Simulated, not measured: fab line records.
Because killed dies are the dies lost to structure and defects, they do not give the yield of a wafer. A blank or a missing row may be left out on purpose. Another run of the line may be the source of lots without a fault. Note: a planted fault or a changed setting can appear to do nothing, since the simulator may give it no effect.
A struck lot beside a sound one || flow berkeley_cmos170 || 25 out of 331 route steps
Sound: wafers L559.3, L559.4, L559.6. Struck: wafer L558.1. Last of all comes the cause.
At each step with rows: each side's tool, then ch and its chambers, then its first start. Under that, the readings that differ: sound wafers || struck wafers || difference of the means || sigmas: that difference in standard deviations of wafers without a fault.
alike: readings whose means differ by less than 2 such deviations, and words and numbers that are the same on both sides. not compared: withheld readings, readings that some wafer has no value for, bounds like >300 that may hide the same value, and numbers for which the record gives no deviation and whose values overlap.
Wherever a step has rows on one side only, a row that says differs or no value, or a row with sigmas, the two part there. Numbers that have no deviation but don't overlap get no sigmas and don't part them. A reading missing from all wafers of one side parts the sides only when that side holds two or more wafers.

first, 3 steps without rows for these wafers: UCB170_M1_EXPOSE_06 (exposes mask METAL1, target cd 700 nm); UCB170_M1_PEB_07; UCB170_M1_DEVELOP_08 (develop time 45 s).
UCB170_M1_CD_MEAS_09: target cd 700 nm.
  struck on cd_sem-01, day 9 13:23; sound on cd_sem-02, day 9 11:00
{"reading": "cd_nm (nm)", "sound": "700.0 699.8 699.3", "struck": 703.8, "difference": "+4.1", "sigmas": "+3"}
UCB170_M1_OVL_MEAS_10:
  struck on overlay-02, day 9 13:30; sound on overlay-02, day 9 11:05
  alike: M1_OVL
UCB170_M1_ETCH_11: etches BARC in N2/H2.
  sound on rie_diel-04 ch 0,3, day 9 11:07; struck on rie_diel-02 ch 2, day 9 13:32
{"reading": "drypump_motor_current_A (A)", "sound": "5.2 4.9 4.9", "struck": 5.9, "difference": "+0.9", "sigmas": "+3"}
{"reading": "oes_product_au (a.u.)", "sound": "0.995 1.021 1.025", "struck": 0.971, "difference": -0.043, "sigmas": -3}
  alike: throttle_valve_pct
UCB170_M1_METAL_ETCH_12: etches Al in Cl2/BCl3, stops on PSG, target depth 780 nm, time 130 s.
  sound on rie_metal-03 ch 0,1, day 9 11:12; struck on rie_metal-02 ch 0, day 9 13:34
{"reading": "rf_hours_counter_h (h)", "sound": "- - -", "struck": 1, "difference": "no value on the sound wafers", "sigmas": ""}
  alike: drypump_motor_current_A, oes_product_au, throttle_valve_pct
UCB170_M1_STRIP_13: strips in O2.
  sound on plasma_asher-01 ch 0,1, day 9 11:20; struck on plasma_asher-03 ch 1, day 9 13:43
{"reading": "oes_product_au (a.u.)", "sound": "0.722 0.734 0.729", "struck": 0.715, "difference": -0.013, "sigmas": -3}
{"reading": "rf_hours_counter_h (h)", "sound": "- - -", "struck": 47, "difference": "no value on the sound wafers", "sigmas": ""}
  alike: drypump_motor_current_A
UCB170_M1_CD_MEAS_90: target cd 700 nm.
  struck on cd_sem-01, day 9 13:49; sound on cd_sem-01, day 9 11:26
  alike: cd_nm
then, 1 step without rows for these wafers: UCB170_M1_ANNEAL_14 (time 1200 s).
UCB170_V1_CVD_00: deposits SiO2 from TEOS/O2, target thk 2000 nm, time 250 s.
  sound on pecvd-03 ch 1,2, day 9 13:55; struck on pecvd-01 ch 2, day 9 16:45
  alike: heater_power_w, susceptor_temp_C
UCB170_V1_THK_MEAS_01:
  struck on film_metro-02, day 9 16:54; sound on film_metro-04, day 9 14:05
{"reading": "V1_TEOS_THK (nm)", "sound": "2022 2036 2045", "struck": 1969, "difference": -65, "sigmas": -3}
UCB170_V1_CMP_02: polishes SiO2.
  sound on cmp-01 ch 1,3, day 9 14:11; struck on cmp-01 ch 0, day 9 17:07
{"reading": "model.SiO2_of_V1_CVD_00.thk_nm (nm)", "sound": "999.9 1000 1001", "struck": 1340, "difference": "+340", "sigmas": ""}
  alike: motor_current_A, slurry_filter_dp_kPa
UCB170_V1_BOW_MEAS_03:
  struck on film_metro-02, day 9 17:33; sound on film_metro-01, day 9 14:28
  not compared: hold, V1_BOW
UCB170_V1_THK_MEAS_04:
  struck on film_metro-02, day 9 22:53; sound on film_metro-01, day 9 14:34
{"reading": "V1_POLISHED_THK (nm)", "sound": "1000.3 1000.3 1000.1", "struck": 1338.7, "difference": "+338.5", "sigmas": "+99 or more"}
  not compared: hold
then, 6 steps without rows for these wafers: UCB170_V1_HMDS_06 (prime time 60 s); UCB170_V1_COAT_07 (resist thk 900 nm); UCB170_V1_SOFTBAKE_08 (time 60 s); UCB170_V1_EXPOSE_09 (exposes mask VIA1, target cd 700 nm); UCB170_V1_PEB_10; UCB170_V1_DEVELOP_11 (develop time 45 s).
UCB170_V1_CD_MEAS_12: target cd 700 nm.
  struck on cd_sem-02, day 10 02:34; sound on cd_sem-02, day 9 17:38
  alike: cd_nm
UCB170_V1_OVL_MEAS_13:
  struck on overlay-01, day 10 02:41; sound on overlay-02, day 9 17:44
  alike: V1_OVL
UCB170_V1_ETCH_14: etches SiO2 in CHF3/CF4/Ar, stops on Al, target depth 1250 nm, time 291 s.
  sound on rie_diel-04 ch 1,2,3, day 9 17:46; struck on rie_diel-04 ch 3, day 10 02:43
{"reading": "CHF3_flow_sccm (sccm)", "sound": "45.22 44.89 44.92", "struck": 44.74, "difference": -0.27, "sigmas": -2}
{"reading": "oes_product_au (a.u.)", "sound": "0.883 0.870 0.894", "struck": 1.005, "difference": "+0.123", "sigmas": "+9"}
{"reading": "model.etch.depth_nm (nm)", "sound": "999.9 1000 1001", "struck": 1226, "difference": "+226", "sigmas": ""}
{"reading": "model.V1.feature_depth_nm (nm)", "sound": "999.9 1000 1001", "struck": 1226, "difference": "+226", "sigmas": ""}
  alike: drypump_motor_current_A, mfc_ar_sccm, throttle_valve_pct
  not compared: rf_hours_counter_h
UCB170_V1_STRIP_15: strips in O2.
  sound on plasma_asher-04 ch 0,1, day 9 17:58; struck on plasma_asher-03 ch 1, day 10 03:01
{"reading": "drypump_motor_current_A (A)", "sound": "6.1 6.3 6.0", "struck": 5.1, "difference": -1.0, "sigmas": -2}
{"reading": "rf_hours_counter_h (h)", "sound": "- - -", "struck": 47, "difference": "no value on the sound wafers", "sigmas": ""}
  alike: oes_product_au, strip_time_to_endpoint_s

## WHERE THEY PART
Last at UCB170_V1_STRIP_15 as far as this record goes, first at UCB170_M1_CD_MEAS_09.

WHY: what the simulator had put in
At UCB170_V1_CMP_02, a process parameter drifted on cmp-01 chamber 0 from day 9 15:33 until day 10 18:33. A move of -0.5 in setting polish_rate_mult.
